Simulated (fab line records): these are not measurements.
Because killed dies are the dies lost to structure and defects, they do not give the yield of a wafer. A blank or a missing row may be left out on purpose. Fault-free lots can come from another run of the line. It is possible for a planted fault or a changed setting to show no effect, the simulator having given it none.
Chamber matching | flow berkeleyCmos170 | pecvd-04 running UCB170_V2_CVD_00: 3 sister chambers
The step deposits SiO2 from TEOS/O2, target thk 2000 nm, time 250 s. 14 wafers are shown with their chamber, then 7 later ones without.

## WAFERS PAIRED WITH THEIR CHAMBERS
wafer  | chamber | heaterPowerW (W)
L834.2 | 2       | 270
L834.5 | 1       | 366
L834.6 | 2       | 193
L837.2 | 0       | 266
L837.4 | 0       | 321
L837.5 | 2       | 286
L841.2 | 1       | 477
L841.5 | 0       | 228
L841.6 | 1       | 349
L846.2 | 2       | 280
L846.4 | 2       | 198
L846.6 | 0       | 226
L845.1 | 1       | 477
L845.3 | 0       | 292

SIGNATURES (averages over the wafers above)
reading      | chamber 0 | chamber 1 | chamber 2 | scatter within a chamber
heaterPowerW | 266.60    | 417.25    | 245.40    | 51.9
Rule: distance of a wafer from a chamber = root of the sum over the readings of ((wafer's reading minus chamber's mean) / reading's scatter) squared. If the next closest chamber is less than 2 further off than the closest, the wafer can't be placed; otherwise it belongs to the closest. The scatter: take each reading less its chamber's mean, square it, sum over the shown wafers, divide by the number of wafers less the number of chambers, and take the root.

## WAFERS WHOSE CHAMBER IS MISSING
wafer  | heaterPowerW (W)
L845.4 | 371
L848.1 | 277
L848.4 | 283
L848.5 | 231
L850.3 | 212
L850.4 | 375
L850.5 | 270

## CHAMBER TAKEN BY EACH
wafer  | from the rows above          | in truth
L845.4 | can't be placed: 1 or 0 or 2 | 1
L848.1 | can't be placed: 0 or 2      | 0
L848.4 | can't be placed: 0 or 2      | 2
L848.5 | can't be placed: 2 or 0      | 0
L850.3 | can't be placed: 2 or 0      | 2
L850.4 | can't be placed: 1 or 0 or 2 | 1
L850.5 | can't be placed: 0 or 2      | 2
Correctly placed: 0 of 7. These rows do not allow placing 7 (true chamber among the candidates in 7). Wrongly placed: 0.
